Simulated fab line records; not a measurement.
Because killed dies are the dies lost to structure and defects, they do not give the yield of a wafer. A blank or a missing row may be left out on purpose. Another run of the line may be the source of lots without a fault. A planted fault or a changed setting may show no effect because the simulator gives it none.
A struck lot beside a sound one | flow berkeleyCmos170 | 17 steps out of a route of 331
Sound: the wafers L980.2, L980.3, L980.6. Wafers L985.1, L985.2, L985.6 were the ones struck. The cause is named last.
For every step that has rows: the tool of each side, followed by ch and its chambers, followed by its first start. Under that, the readings that differ: sound wafers | struck wafers | difference of the means | sigmas: that difference in standard deviations of wafers without a fault.
alike: words and numbers the same on both sides, and readings whose means are apart by under 2 such deviations; not compared: readings that were withheld, readings missing a value for some wafer, numbers with overlapping values and no deviation given by the record, and bounds like >300 which may hide the same value.
Wherever a step has rows on one side only, a row that says differs or no value, or a row with sigmas, the two part there. Numbers that don't overlap but have no deviation are shown without sigmas and don't part them. Lack of a reading on every wafer of one side parts them only where that side has two or more wafers.

first, 2 steps without rows for these wafers: UCB170_PSD_PEB_04; UCB170_PSD_DEVELOP_05 (develop time 45 s).
UCB170_PSD_CD_MEAS_06: target cd 1200 nm.
  sound on cdSem-02 at day 8 12:18; struck on cdSem-02 at day 9 15:11
  alike: cdNm
UCB170_PSD_OVL_MEAS_07:
  sound on overlay-02 at day 8 12:25; struck on overlay-01 at day 9 15:18
  alike: PSD_OVL
after that, 1 step had no rows for these wafers: UCB170_PSD_IMPLANT_08.
UCB170_PSD_STRIP_09: strips in O2.
  sound on plasmaAsher-01 ch 0,1, day 8 12:35; struck on plasmaAsher-02 ch 0,1, day 9 15:29
  alike: drypumpMotorCurrentA, oesProductAu, stripTimeToEndpointS
  not compared: rfHoursCounterH
UCB170_PSD_TW_MEAS_10:
  sound on filmMetro-04 at day 8 12:42; struck on filmMetro-04 at day 9 15:35
  alike: PSD_TW
then, 5 steps without rows for these wafers: UCB170_PSD_CLEAN_11 (cleans in SPM, time 600 s); UCB170_NSD_HMDS_00 (prime time 60 s); UCB170_NSD_COAT_01 (resist thk 900 nm); UCB170_NSD_SOFTBAKE_02 (time 60 s); UCB170_NSD_EXPOSE_03 (exposes mask NSELECT MOD, target cd 1200 nm).
UCB170_NSD_PEB_04:
  sound on lithoTrack-03 ch 0, day 8 16:52; struck on lithoTrack-03 ch 0, day 9 17:04
  alike: plateTempC
then, 1 step without rows for these wafers: UCB170_NSD_DEVELOP_05 (develop time 45 s).
UCB170_NSD_CD_MEAS_06: target cd 1200 nm.
  sound on cdSem-02 at day 8 17:08; struck on cdSem-01 at day 9 17:20
reading   | sound                | struck               | difference | sigmas
cdNm (nm) | 1198.6 1199.1 1199.0 | 1209.6 1210.0 1208.9 | +10.6      | +7
UCB170_NSD_OVL_MEAS_07:
  sound on overlay-02 at day 8 17:14; struck on overlay-01 at day 9 17:29
  alike: NSD_OVL
UCB170_M3_PROBE_99:
  the record has rows for the sound wafers here (prober-02, day 9 18:31) and none for the struck ones

== WHERE THEY PART ==
First at UCB170_NSD_CD_MEAS_06; last, within this record, at UCB170_M3_PROBE_99.

WHY: what had been put in by the simulator
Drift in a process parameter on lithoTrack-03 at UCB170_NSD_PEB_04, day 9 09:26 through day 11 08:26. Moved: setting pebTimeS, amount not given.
